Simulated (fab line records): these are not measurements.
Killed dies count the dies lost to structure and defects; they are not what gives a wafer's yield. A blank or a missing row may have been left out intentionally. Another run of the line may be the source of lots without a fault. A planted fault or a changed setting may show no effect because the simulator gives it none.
Chamber matching || flow berkeley cmos170 || 4 sister chambers for UCB170_V1_CMP_02 on cmp-02
The step polishes SiO2. 16 wafers are shown with their chamber, then 8 later ones without.

== WAFERS, EACH WITH ITS CHAMBER ==
{"wafer": "L651.3", "chamber": 0, "motor current A (A)": 17.2}
{"wafer": "L651.5", "chamber": 3, "motor current A (A)": 19.0}
{"wafer": "L651.6", "chamber": 2, "motor current A (A)": 17.2}
{"wafer": "L652.3", "chamber": 1, "motor current A (A)": 16.3}
{"wafer": "L652.4", "chamber": 2, "motor current A (A)": 16.9}
{"wafer": "L652.5", "chamber": 3, "motor current A (A)": 18.2}
{"wafer": "L658.3", "chamber": 1, "motor current A (A)": 15.1}
{"wafer": "L658.5", "chamber": 1, "motor current A (A)": 15.3}
{"wafer": "L658.6", "chamber": 2, "motor current A (A)": 16.6}
{"wafer": "L657.2", "chamber": 1, "motor current A (A)": 15.4}
{"wafer": "L657.3", "chamber": 2, "motor current A (A)": 16.0}
{"wafer": "L657.5", "chamber": 0, "motor current A (A)": 17.2}
{"wafer": "L659.1", "chamber": 1, "motor current A (A)": 15.0}
{"wafer": "L659.3", "chamber": 0, "motor current A (A)": 17.2}
{"wafer": "L659.6", "chamber": 1, "motor current A (A)": 15.7}
{"wafer": "L666.2", "chamber": 0, "motor current A (A)": 18.4}

SIGNATURES (averages over the wafers above)
{"reading": "motor current A", "chamber 0": 17.500, "chamber 1": 15.467, "chamber 2": 16.675, "chamber 3": 18.600, "scatter within a chamber": 0.526}
Rule: distance of a wafer from a chamber = root of the sum over the readings of ((wafer's reading minus chamber's mean) / reading's scatter) squared. If the next closest chamber is less than 2 further off than the closest, the wafer can't be placed; otherwise it belongs to the closest. The scatter is the square root of a quotient: the sum, over the shown wafers, of each reading's squared deviation from its chamber's mean, divided by wafers minus chambers.

== WAFERS WITHOUT THEIR CHAMBER ==
{"wafer": "L666.3", "motor current A (A)": 18.9}
{"wafer": "L666.4", "motor current A (A)": 16.4}
{"wafer": "L668.3", "motor current A (A)": 14.4}
{"wafer": "L668.5", "motor current A (A)": 15.3}
{"wafer": "L668.6", "motor current A (A)": 16.7}
{"wafer": "L670.1", "motor current A (A)": 16.1}
{"wafer": "L670.5", "motor current A (A)": 18.3}
{"wafer": "L670.6", "motor current A (A)": 15.5}

== WHICH CHAMBER EACH ONE RAN IN ==
{"wafer": "L666.3", "from the rows above": 3, "in truth": 3}
{"wafer": "L666.4", "from the rows above": "can't be placed: 2 or 1 or 0", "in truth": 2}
{"wafer": "L668.3", "from the rows above": 1, "in truth": 1}
{"wafer": "L668.5", "from the rows above": 1, "in truth": 1}
{"wafer": "L668.6", "from the rows above": "can't be placed: 2 or 0", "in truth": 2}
{"wafer": "L670.1", "from the rows above": "can't be placed: 2 or 1 or 0", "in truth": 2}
{"wafer": "L670.5", "from the rows above": "can't be placed: 3 or 0", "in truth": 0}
{"wafer": "L670.6", "from the rows above": 1, "in truth": 1}
4 of 8 placed correctly. Unplaceable from these rows: 4, with the true chamber sitting among the candidates in 4. Wrongly placed: 0.
